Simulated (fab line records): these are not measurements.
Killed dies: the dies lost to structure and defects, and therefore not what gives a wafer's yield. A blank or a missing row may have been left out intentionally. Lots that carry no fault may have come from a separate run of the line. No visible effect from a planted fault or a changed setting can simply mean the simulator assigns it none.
8D (eight disciplines) problem report, filled in by code + flow berkeley-cmos170 + the parts of the form that need people (team, actions taken, sign-off) are left out

## 1. THE PROBLEM
Mean of run-length-s at UCB170_GATE_ETCH_15: 74.2 s across 9 wafers in 3 lots; on wafers with no fault it is 84.7 s (standard deviation 0.47). Measured from the usual mean, that is -22 standard deviations.
The step: etches poly-Si in HBr/Cl2, stops on SiO2, time 56.3 s, target depth 278.2 nm.
The first sign was on wafer L534.2 at day 8 03:12, on rie-si-02. Wafers with a number at this step in the record: 21, from 7 lots. The rule behind "out" and "out of limits": a value lying over 4 standard deviations away from the usual mean. The rest of the wafers with a number are treated as sound.

## 2. WHAT IT IS, WHAT IT ISN'T
| question                    | is                           | is not                                                                   |
|-----------------------------|------------------------------|--------------------------------------------------------------------------|
| which readings at this step | run-length-s, oes-product-au | drypump-motor-current-A                                                  |
| which lots                  | L534, L535, L537             | L522, L529, L542, L545                                                   |
| which wafers of those lots  | all that have a number       | -                                                                        |
| read on which tools         | rie-si-02                    | rie-si-01                                                                |
| when                        | from day 8 03:12             | up to then (6 sound wafers); but 6 sound wafers of L542, L545 came after |

## 3. THE SUSPECTS, EACH WITH WHAT RULES IT OUT
Counting: a tool stays on the suspect list if, at a process step up to the reading, it processed all lots that are out and no sound lot following the first of them.
- rie-si-02 at UCB170_GATE_ETCH_15 (etches poly-Si in HBr/Cl2, stops on SiO2, time 56.3 s, target depth 278.2 nm): kept. Every lot that is out went through it, starting with L534 (day 8 03:12), and after that it ran no sound lot; the last sound lot it ran before then is L522 (day 5 20:36). Its own readings are out on those wafers: oes-product-au, run-length-s.
Remaining after the count: rie-si-02 at UCB170_GATE_ETCH_15.

## 4. THE CAUSE (what the simulator had put in)
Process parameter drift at UCB170_GATE_ETCH_15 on rie-si-02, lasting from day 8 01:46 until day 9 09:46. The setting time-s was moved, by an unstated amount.
The count eliminated every tool but this one.

## 5. THE EFFECT CHAIN, in route order
One row per reading whose mean, taken over the struck wafers that have a number, lies over 3 standard deviations from the usual. Only readings whose record carries a usual standard deviation are examined. hours: median over the lots of the time between each lot's start at the first step of this table that gives one and its start at this step. sigmas: the change, counted in usual standard deviations.
| hours | step                | reading        | usual      | on struck wafers | change | sigmas |
|-------|---------------------|----------------|------------|------------------|--------|--------|
| 0     | UCB170_GATE_ETCH_15 | oes-product-au | 0.837 a.u. | 1.009            | +0.172 | +17    |
| 0     | UCB170_GATE_ETCH_15 | run-length-s   | 84.7 s     | 74.2             | -10.5  | -22    |
Its process steps:
- UCB170_GATE_ETCH_15: etches poly-Si in HBr/Cl2, stops on SiO2, time 56.3 s, target depth 278.2 nm.

## 6. HOW IT WOULD HAVE BEEN CAUGHT EARLIER
In this record the first reading out of limits was taken at day 8 03:12, 1 hour after the fault began at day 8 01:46.
